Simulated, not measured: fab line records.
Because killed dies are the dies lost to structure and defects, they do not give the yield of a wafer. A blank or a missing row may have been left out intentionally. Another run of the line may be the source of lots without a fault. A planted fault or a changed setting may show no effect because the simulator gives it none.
A single fault, viewed from 2 desks + flow rit cmos + each desk holds nothing but its own numbers, with what lay behind them at the end

THE TOOL OWNER'S DESK: furnace-04
The tool's own readings at RIT_ACTIVE_OXIDATION_01 (target thk 46.8 nm, ox time 3360 s): means of the sampled wafers that have a number, for each lot that ran on this tool. If a lot's mean is further than 4 standard deviations from the usual mean, the lot is out of limits and carries the mark OUT (the distance appears in the brackets).
Columns: A = zone power centre pct at RIT_ACTIVE_OXIDATION_01, usual 47.3 %
| lot  | first seen here | A    |
|------|-----------------|------|
| L567 | day 1 10:52     | 48.9 |
| L570 | day 2 01:07     | 48.4 |
| L575 | day 3 02:07     | 48.9 |
| L576 | day 3 07:55     | 48.4 |
| L577 | day 3 15:20     | 48.8 |
| L578 | day 3 17:31     | 48.9 |
| L579 | day 3 22:07     | 49.0 |
| L580 | day 4 03:29     | 48.2 |
| L581 | day 4 08:14     | 48.8 |
| L582 | day 4 13:07     | 48.2 |
| L585 | day 5 04:07     | 48.6 |
This desk's verdict: no lot among the 11 shows anything out of limits.

FROM THE METROLOGY DESK
What the gauges read, lot by lot, whatever tool the lot ran on: means of the sampled wafers that have a number. If a lot's mean is further than 4 standard deviations from the usual mean, the lot is out of limits and carries the mark OUT (the distance appears in the brackets).
Columns: A = ACTIVE_OXIDE_THK at RIT_ACTIVE_THK_MEAS_02, usual 46.8 nm; B = GATE_OVL at RIT_GATE_OVL_MEAS_17, usual -0.4 nm; C = SILICIDE_TI_RS at RIT_SILICIDE_RS_MEAS_02, usual 48.0 ohm/sq; D = SILICIDE_TI_THK at RIT_SILICIDE_THK_MEAS_03, usual 30.1 nm
| lot  | first seen here | A               | B    | C    | D    |
|------|-----------------|-----------------|------|------|------|
| L567 | day 1 12:47     | 48.8            | -0.8 | 48.1 | 30.1 |
| L568 | day 1 17:03     | 46.5            | 0.7  | 47.9 | 30.0 |
| L570 | day 2 03:03     | 47.1            | -1.8 | 48.3 | 30.0 |
| L572 | day 2 14:05     | 45.9            | -1.6 | 47.6 | 30.4 |
| L573 | day 2 18:03     | 45.3            | 0.9  | 48.8 | 29.4 |
| L575 | day 3 04:04     | 46.7            | 0.5  | 47.2 | 30.6 |
| L576 | day 3 09:50     | 46.5            | -1.7 | 48.3 | 30.0 |
| L577 | day 3 17:16     | 45.6            | -0.8 | 48.7 | 29.9 |
| L578 | day 3 19:28     | 46.3            | -0.2 | 48.1 | 30.1 |
| L579 | day 4 00:03     | 46.5            | -3.4 | 47.6 | 30.3 |
| L580 | day 4 05:27     | 47.1            | -0.4 | 48.0 | 30.1 |
| L581 | day 4 10:12     | 51.8 (+6.0) OUT | 1.6  | 46.7 | 30.7 |
| L582 | day 4 15:04     | 51.8 (+6.0) OUT | 0.9  | 47.9 | 30.2 |
| L585 | day 5 06:04     | 52.2 (+6.5) OUT | -1.0 | 47.5 | 30.4 |
| L587 | day 5 16:46     | 47.0            | -0.3 | 48.0 | 30.3 |
This desk reports L581, L582, L585 out of limits; the earliest was L581 at day 4 10:12 (ACTIVE_OXIDE_THK at RIT_ACTIVE_THK_MEAS_02). L567, L568, L570, L572, L573, L575, L576, L577, L578, L579, L580, L587 stayed within limits.

BROUGHT TOGETHER
An alarm was possible from the metrology desk at day 4 10:12, on L581, L582, L585.
The tool owner's desk saw nothing out of limits.
Tool owner's desk: L581, L582, L585 on record, inside its limits.
The lots listed all ran RIT_ACTIVE_OXIDATION_01 on furnace-04.

WHAT WAS PUT IN BY THE SIMULATOR
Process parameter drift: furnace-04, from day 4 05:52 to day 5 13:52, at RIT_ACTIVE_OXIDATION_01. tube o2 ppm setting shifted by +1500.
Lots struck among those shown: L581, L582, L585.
Delay in hours, fault start to first out-of-limits reading, per desk: metrology desk 4.
